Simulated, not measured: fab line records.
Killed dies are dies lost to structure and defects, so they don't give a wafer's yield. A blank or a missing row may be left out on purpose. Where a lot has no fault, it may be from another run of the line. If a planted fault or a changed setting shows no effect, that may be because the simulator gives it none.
fab line records -- flow rit-cmos
record: lots: 6, wafers: 18, last-day: 7
route steps=202 shown NRETRO@60 PRETRO@64 GATE@75 M1@202
lots that met no fault: taken from a fault-free run of the same line
start-h: start of the lot's first displayed wafer, in hours after the record's first day -- wait-h: time in hours since the lot's previous step -- " the same as in the row above -- L1.1+2: several wafers, shown together as one row -- - no value, or no start given -- * or withheld: withheld -- < > ~ a bound
route shown NAME@n: a module of which the file shows steps, and the number in the route of the first -- usual: mean/standard deviation of fault-free wafers -- same: alike in all rows -- chamber/n: place in a boat -- sites: the reading at each site -- _std_site: the standard deviation of these -- _edge_site: inner sites' mean taken away from outer sites' mean -- radius-mm: for every site, how far away it sits from the centre of the wafer -- mask NAME#n: copy n -- behind: the most recent tool/chamber to have shaped the wafer -- hold: why the lot was held/for how many hours/how that ended -- device: the n, p or np transistor that did not switch -- end of line: the tests these same wafers got at the end of their route -- step lacking rows: just its recipe -- killed: at the first sort, the dies lost to defects and structure; wafer yield is something else -- map: dies across one wafer; x = killed, . = not, _ = none there
set.NAME: setting as actually run; set.NAME@STEP: the setting as run at that earlier step -- model.NAME: the simulator's own value behind a step, which no gauge read
a table for each step, a row for each wafer; lots at some steps of the route
services: a tool's chamber out of use, with start hour (start-h, from the record's first day; less than 0 if before it), hours out, and reason
== steps ==
step: RIT_NRETRO_HARDBAKE_07
recipe: resist: NOVOLAK, temp-c: 140, time-s: 120
step: RIT_NRETRO_IMPLANT_08
recipe: species: P, energy-kev: 70, dose-cm2: 1e+13, tilt-deg: 7
step: RIT_NRETRO_STRIP_09
recipe: chemistry: O2, time-s: 180, resist: NOVOLAK, platen-temp-c: withheld, power-w: 500, pressure-mtorr: 4000, o2-flow-sccm: 4000
usual: drypump-motor-current-A: 5.7/0.54
same: time-s: 180
lot.wafer,tool,chamber,start-h,wait-h,drypump-motor-current-A,rf-hours-counter-h
L465.2,plasma-asher-01,1,57.79,0.1,6.1,37
L465.4,plasma-asher-01,0,57.79,0.1,4.7,-
L465.5,plasma-asher-01,0,57.79,0.1,4.8,-
L467.3,plasma-asher-03,1,69.37,0.1,5.9,-
L467.4,plasma-asher-03,0,69.37,0.1,6.4,-
L467.5,plasma-asher-03,0,69.37,0.1,6.4,-
L472.1,plasma-asher-01,0,94.55,0.1,4.8,42
L472.2,plasma-asher-01,1,94.55,0.1,6.0,42
L472.6,plasma-asher-01,0,94.55,0.1,4.8,-
L473.2,plasma-asher-01,0,99.38,0.1,4.8,43
L473.3,plasma-asher-01,1,99.38,0.1,6.0,-
L473.4,plasma-asher-01,0,99.38,0.1,4.8,-
L477.1,plasma-asher-01,0,121.00,0.1,4.7,45
L477.2,plasma-asher-01,1,121.00,0.1,6.0,45
L477.6,plasma-asher-01,1,121.00,0.1,6.0,-
L479.1,plasma-asher-01,0,135.27,0.1,4.7,46
L479.2,plasma-asher-01,1,135.27,0.1,6.0,46
L479.3,plasma-asher-01,0,135.27,0.1,4.8,-
step: RIT_NRETRO_TW_MEAS_10
usual: NRETRO_TW: 1054/8.1
lot.wafer,tool,chamber,start-h,wait-h,NRETRO_TW
L465.2,film-metro-03,-,57.98,0.1,1065
L465.4,film-metro-03,-,57.98,0.1,1066
L465.5,film-metro-03,-,57.98,0.1,1062
L467.3,film-metro-02,-,69.50,0.1,1049
L467.4,film-metro-02,-,69.50,0.1,1055
L467.5,film-metro-02,-,69.50,0.1,1053
L472.1,film-metro-04,-,94.72,0.1,1047
L472.2,film-metro-04,-,94.72,0.1,1047
L472.6,film-metro-04,-,94.72,0.1,1053
L473.2,film-metro-02,-,99.57,0.1,1050
L473.3,film-metro-02,-,99.57,0.1,1052
L473.4,film-metro-02,-,99.57,0.1,1052
L477.1,film-metro-02,-,121.18,0.1,1050
L477.2,film-metro-02,-,121.18,0.1,1052
L477.6,film-metro-02,-,121.18,0.1,1051
L479.1,film-metro-04,-,135.44,0.1,1047
L479.2,film-metro-04,-,135.44,0.1,1048
L479.3,film-metro-04,-,135.44,0.1,1046
step: RIT_PRETRO_HMDS_00
recipe: prime-time-s: 60, prime-temp-c: 140
step: RIT_PRETRO_COAT_01
recipe: resist: NOVOLAK, spin-rpm: 2000, resist-thk-nm: 1300
step: RIT_PRETRO_SOFTBAKE_02
recipe: resist: NOVOLAK, temp-c: 90, time-s: 60
step: RIT_PRETRO_EXPOSE_03
recipe: mask-id: M5, na: 0.57, target-cd-nm: 43700, dose-mj: 250
step: RIT_PRETRO_PEB_04
recipe: resist: NOVOLAK, temp-c: withheld, time-s: withheld
step: RIT_PRETRO_DEVELOP_05
recipe: resist: NOVOLAK, develop-time-s: 68, dev-temp-c: 23
step: RIT_PRETRO_OVL_MEAS_06
usual: PRETRO_OVL: -0.4/1.6
lot.wafer,tool,chamber,start-h,wait-h,PRETRO_OVL[nm]
L465.2,overlay-01,-,58.91,-,-3.3
L465.4,overlay-01,-,58.91,-,-1.0
L465.5,overlay-01,-,58.91,-,-2.4
L467.3,overlay-02,-,70.56,-,-0.1
L467.4,overlay-02,-,70.56,-,0.1
L467.5,overlay-02,-,70.56,-,-0.5
L472.1,overlay-02,-,95.85,-,0.2
L472.2,overlay-02,-,95.85,-,-0.3
L472.6,overlay-02,-,95.85,-,2.1
L473.2,overlay-02,-,100.50,-,-3.4
L473.3,overlay-02,-,100.50,-,-2.8
L473.4,overlay-02,-,100.50,-,-3.3
L477.1,overlay-02,-,122.12,-,1.0
L477.2,overlay-02,-,122.12,-,-1.1
L477.6,overlay-02,-,122.12,-,-0.5
L479.1,overlay-01,-,136.51,-,1.3
L479.2,overlay-01,-,136.51,-,0.6
L479.3,overlay-01,-,136.51,-,0.6
step: RIT_PRETRO_HARDBAKE_07
recipe: resist: NOVOLAK, temp-c: 140, time-s: 120
step: RIT_PRETRO_IMPLANT_08
recipe: species: B, energy-kev: 45, dose-cm2: 1.2e+13, tilt-deg: 7
usual: dose-ions-cm2: 1.2003e+13/1.2e+10, faraday-current-uA: 38.1/0.76
same: implant-ion-amu: 11
lot.wafer,tool,chamber,start-h,wait-h,dose-ions-cm2,faraday-current-uA
L465.2,implanter-01,0,59.22,0.2,1.2002e+13,37.7
L465.4,implanter-01,0,59.22,0.2,1.2002e+13,37.3
L465.5,implanter-01,0,59.22,0.2,1.1986e+13,37.7
L467.3,implanter-03,0,71.03,0.2,1.2014e+13,38.2
L467.4,implanter-03,0,71.03,0.2,1.1999e+13,39.0
L467.5,implanter-03,0,71.03,0.2,1.2011e+13,37.8
L472.1,implanter-03,0,96.14,0.2,8.055e+12,26.0
L472.2,implanter-03,0,96.14,0.2,8.037e+12,26.3
L472.6,implanter-03,0,96.14,0.2,8.05e+12,25.7
L473.2,implanter-03,0,100.81,0.2,8.047e+12,25.2
L473.3,implanter-03,0,100.81,0.2,8.038e+12,26.2
L473.4,implanter-03,0,100.81,0.2,8.056e+12,24.8
L477.1,implanter-04,0,122.40,0.2,1.2009e+13,37.7
L477.2,implanter-04,0,122.40,0.2,1.2011e+13,38.0
L477.6,implanter-04,0,122.40,0.2,1.2013e+13,38.4
L479.1,implanter-04,0,136.79,0.2,1.2011e+13,37.5
L479.2,implanter-04,0,136.79,0.2,1.2012e+13,38.6
L479.3,implanter-04,0,136.79,0.2,1.1997e+13,37.2
step: RIT_PRETRO_STRIP_09
recipe: chemistry: O2, time-s: 180, resist: NOVOLAK, platen-temp-c: withheld, power-w: 500, pressure-mtorr: 4000, o2-flow-sccm: 4000
usual: drypump-motor-current-A: 5.6/0.46
same: time-s: 180
lot.wafer,tool,chamber,start-h,wait-h,drypump-motor-current-A,rf-hours-counter-h
L465.2,plasma-asher-01,0,59.34,0.1,4.8,38
L465.4,plasma-asher-01,1,59.34,0.1,6.0,-
L465.5,plasma-asher-01,1,59.34,0.1,6.0,-
L467.3,plasma-asher-04,0,71.19,0.1,5.8,-
L467.4,plasma-asher-04,1,71.19,0.1,5.9,-
L467.5,plasma-asher-04,0,71.19,0.1,5.8,-
L472.1,plasma-asher-04,0,96.29,0.1,5.8,47
L472.2,plasma-asher-04,1,96.29,0.1,5.9,47
L472.6,plasma-asher-04,1,96.29,0.1,5.9,-
L473.2,plasma-asher-01,0,100.93,0.1,4.7,43
L473.3,plasma-asher-01,0,100.93,0.1,4.8,-
L473.4,plasma-asher-01,1,100.93,0.1,6.0,-
L477.1,plasma-asher-01,0,122.55,0.1,4.7,45
L477.2,plasma-asher-01,1,122.55,0.1,6.0,45
L477.6,plasma-asher-01,0,122.55,0.1,4.8,-
L479.1,plasma-asher-02,0,136.94,0.1,5.8,46
L479.2,plasma-asher-02,1,136.94,0.1,5.6,46
L479.3,plasma-asher-02,1,136.94,0.1,5.7,-
step: RIT_PRETRO_TW_MEAS_10
usual: PRETRO_TW: 471/4.5
lot.wafer,tool,chamber,start-h,wait-h,PRETRO_TW
L465.2,film-metro-04,-,59.53,0.1,470
L465.4,film-metro-04,-,59.53,0.1,476
L465.5,film-metro-04,-,59.53,0.1,477
L467.3,film-metro-01,-,71.32,0.1,465
L467.4,film-metro-01,-,71.32,0.1,465
L467.5,film-metro-01,-,71.32,0.1,466
L472.1,film-metro-01,-,96.46,0.1,412
L472.2,film-metro-01,-,96.46,0.1,412
L472.6,film-metro-01,-,96.46,0.1,412
L473.2,film-metro-02,-,101.12,0.1,420
L473.3,film-metro-02,-,101.12,0.1,420
L473.4,film-metro-02,-,101.12,0.1,420
L477.1,film-metro-01,-,122.73,0.1,468
L477.2,film-metro-01,-,122.73,0.1,467
L477.6,film-metro-01,-,122.73,0.1,471
L479.1,film-metro-01,-,137.12,0.1,469
L479.2,film-metro-01,-,137.12,0.1,469
L479.3,film-metro-01,-,137.12,0.1,470
step: RIT_GATE_WET_ETCH_00
recipe: chemistry: BOE, target: SiO2, target-depth-nm: 56, time-s: 60, dry: n2-spin, dilution: 10:1, temp-c: 21.5
step: RIT_M1_PROBE_99
usual: killed_at_M0_to_M3: 0.0/0.083, killed-at-contacts: 0.0/0.22, killed-at-front-end: 6.6/2.7, killed-dies: 6.7/2.7, killed-open: 3.4/2, killed-short: 3.2/1.8
same: gross-dies: 264, killed_at_M4_up: 0, killed-at-back-side: 0, killed-at-other: 0
lot.wafer,tool,chamber,start-h,wait-h,killed_at_M0_to_M3,killed-at-contacts,killed-at-front-end,killed-dies,killed-open,killed-short,model.etest.nmos_0p3.r-on-ohm-um,model.etest.nmos_0p15.r-on-ohm-um,model.etest.nmos-turned.drive-ua-um,model.etest.nmos_0p15.drive-ua-um,model.etest.nmos_0p3.drive-ua-um,model.etest.nmos-narrow.drive-ua-um,model.etest.nmos_0p15.off-log10-a-um,model.etest.retro-edge-nmos.off-log10-a-um
L465.2,prober-01,-,88.06,0.1,0,0,11,11,7,4,2129,1135,328.9,476.1,231.2,236.3,-9.943,-9.833
L465.4,prober-01,-,88.16,0.2,0,0,7,7,5,2,2152,1130,327.6,482,234.2,232.2,-10.06,-9.852
L465.5,prober-01,-,88.21,0.2,0,0,12,12,4,8,2113,1098,331.9,477,230.5,233.9,-9.817,-9.709
L467.3,prober-01,-,97.90,0.2,0,0,6,6,4,2,2145,1095,332.7,474.7,223.4,229.3,-9.968,-9.885
L467.4,prober-01,-,97.95,0.2,0,0,6,6,3,3,2118,1077,340.9,480.3,229,232.5,-9.968,-9.766
L467.5,prober-01,-,98.00,0.2,0,0,11,11,6,5,2131,1105,339.3,472.7,228.4,233.5,-10.07,-9.951
L472.1,prober-02,-,122.70,0.1,0,0,5,5,2,3,2056,1142,365.5,505,257.7,256.5,-9.268,-9.153
L472.2,prober-02,-,122.75,0.1,0,0,4,4,0,4,2053,1101,366.1,506,254.2,251.4,-9.144,-9.044
L472.6,prober-02,-,122.95,0.2,0,0,5,5,0,5,2033,1119,371.2,507.5,260.2,253.2,-9.253,-9.077
L473.2,prober-01,-,130.18,0.1,0,0,6,6,3,3,2012,1044,375.1,526.9,252.8,248.5,-8.444,-8.359
L473.3,prober-01,-,130.23,0.2,1,0,4,5,2,3,2038,1059,364.9,523.7,251.4,248.2,-8.587,-8.589
L473.4,prober-01,-,130.28,0.2,0,0,6,6,2,4,2011,1050,371.7,528.9,252.7,248.1,-8.456,-8.41
L477.1,prober-01,-,159.78,0.1,0,1,5,6,4,2,2081,1090,334.4,490.3,240.4,239.8,-9.852,-9.56
L477.2,prober-01,-,159.83,0.1,0,0,4,4,1,3,2127,1130,318.9,482.8,238.1,235.9,-9.944,-9.753
L477.6,prober-01,-,160.03,0.2,0,0,8,8,5,3,2144,1143,317.3,475.5,231,231.8,-10.19,-9.93
L479.1,prober-01,-,175.09,0.1,0,0,7,7,5,2,2134,1120,331.6,475.7,229.5,228.8,-10.28,-10.23
L479.2,prober-01,-,175.14,0.1,0,0,9,9,4,5,2127,1141,333.3,472.5,228.8,223.6,-10.23,-9.986
L479.3,prober-01,-,175.19,0.2,0,0,15,15,9,6,2150,1117,332.6,470.8,223.1,218.4,-9.976,-9.927
killed by level:class
L465.2 GATE:geometric-particle:open=5 FOX1:geometric-particle:open=2 SPACER:geometric-particle:short=2 FOX1:geometric-particle:short=1 REOX:geometric-particle:short=1
L465.4 GATE:geometric-particle:open=2 REOX:geometric-particle:open=2 GATE:geometric-particle:short=1 SPACER:geometric-particle:short=1 SILICIDE:geometric-particle:open=1
L465.5 GATE:geometric-particle:short=6 GATE:geometric-particle:open=2 SPACER:geometric-particle:open=2 FOX1:geometric-particle:short=1 SPACER:geometric-particle:short=1
L467.3 GATE:geometric-particle:open=3 SILICIDE:geometric-particle:short=2 SILICIDE:geometric-particle:open=1
L467.4 GATE:geometric-particle:open=3 SILICIDE:geometric-particle:short=2 GATE:geometric-particle:short=1
L467.5 GATE:geometric-particle:short=3 FOX1:geometric-particle:open=2 SILICIDE:geometric-particle:open=2 SILICIDE:geometric-particle:short=2 FOX2:geometric-particle:open=1 GATE:geometric-particle:open=1
L472.1 GATE:geometric-particle:short=2 FOX1:geometric-particle:short=1 GATE:geometric-particle:open=1 SILICIDE:geometric-particle:open=1
L472.2 FOX1:geometric-particle:short=1 FOX2:geometric-particle:short=1 SPACER:geometric-particle:short=1 SILICIDE:geometric-particle:short=1
L472.6 GATE:geometric-particle:short=2 REOX:geometric-particle:short=2 SPACER:geometric-particle:short=1
L473.2 GATE:geometric-particle:short=2 FOX1:geometric-particle:open=1 FOX2:geometric-particle:open=1 SPACER:geometric-particle:open=1 SILICIDE:geometric-particle:short=1
L473.3 GATE:geometric-particle:short=2 GATE:geometric-particle:open=1 SILICIDE:geometric-particle:open=1 M1:geometric-particle:short=1
L473.4 REOX:geometric-particle:short=3 GATE:geometric-particle:short=1 REOX:geometric-particle:open=1 SPACER:geometric-particle:open=1
L477.1 GATE:geometric-particle:open=2 FOX1:geometric-particle:open=1 REOX:geometric-particle:short=1 REOX:geometric-particle:open=1 CONTACT:geometric-particle:short=1
L477.2 FOX1:geometric-particle:short=1 FOX2:geometric-particle:short=1 GATE:geometric-particle:open=1 SPACER:geometric-particle:short=1
L477.6 REOX:geometric-particle:open=2 SILICIDE:geometric-particle:open=2 FOX1:geometric-particle:short=1 FOX1:geometric-particle:open=1 FOX2:geometric-particle:short=1 GATE:geometric-particle:short=1
L479.1 GATE:geometric-particle:open=3 FOX2:geometric-particle:open=1 GATE:geometric-particle:short=1 SPACER:geometric-particle:short=1 SILICIDE:geometric-particle:open=1
L479.2 GATE:geometric-particle:open=3 REOX:geometric-particle:short=2 FOX1:geometric-particle:short=1 GATE:geometric-particle:short=1 SPACER:geometric-particle:short=1 SPACER:geometric-particle:open=1
L479.3 GATE:geometric-particle:open=5 GATE:geometric-particle:short=2 SPACER:geometric-particle:open=2 SILICIDE:geometric-particle:short=2 FOX2:geometric-particle:open=1 REOX:geometric-particle:open=1 REOX:geometric-particle:short=1 SPACER:geometric-particle:short=1
== services ==
tool,chamber,start-h,hours,kind
implanter-01,-,70.07,1.7,repair
plasma-asher-02,-,83.87,14.6,pm
implanter-04,-,87.31,2.3,repair
plasma-asher-01,-,103.33,0.4,repair
implanter-03,-,108.03,3.6,pm
plasma-asher-04,-,108.75,9.0,pm
plasma-asher-04,0,108.75,9.0,vent-cycle
plasma-asher-04,1,108.75,9.0,vent-cycle
plasma-asher-04,0,117.75,-,clean
plasma-asher-04,1,117.75,-,clean
== key ==
first-sign: step: RIT_PRETRO_IMPLANT_08, reading: dose-ions-cm2, direction: down, sigmas: 99+, usual: 1.2003e+13, struck: 8.047e+12
effect: step: RIT_PRETRO_IMPLANT_08, reading: faraday-current-uA, direction: down, sigmas: 16, usual: 38.1, struck: 25.7
effect: step: RIT_PRETRO_TW_MEAS_10, reading: PRETRO_TW, direction: down, sigmas: 12, usual: 471, struck: 416
model-effect: step: RIT_M1_PROBE_99, value: etest.nmos_0p3.r-on-ohm-um, without: 2176, struck: 2034
met-at RIT_PRETRO_IMPLANT_08
struck-wafers L472.1,L472.2,L472.6,L473.2,L473.3,L473.4
tester-left-out L472,L473
onset-between 71.03 96.14
fault: kind: process-parameter-drift, tool: implanter-03, chamber: -, onset-h: 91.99, steps: RIT_PRETRO_IMPLANT_08, channel: dose-cm2, offset: -3.96e+12, shape: step, end-h: 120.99, acts-in: these-recipes-only, stated: 1.2e+13
tester-left-out: of these lots the tester's yield and bins aren't shown, on N5 and GAA mostly nor the transistor test; their killed dies are dies lost to structure and defects alone, not to doping, threshold or leakage, so they don't give the yield
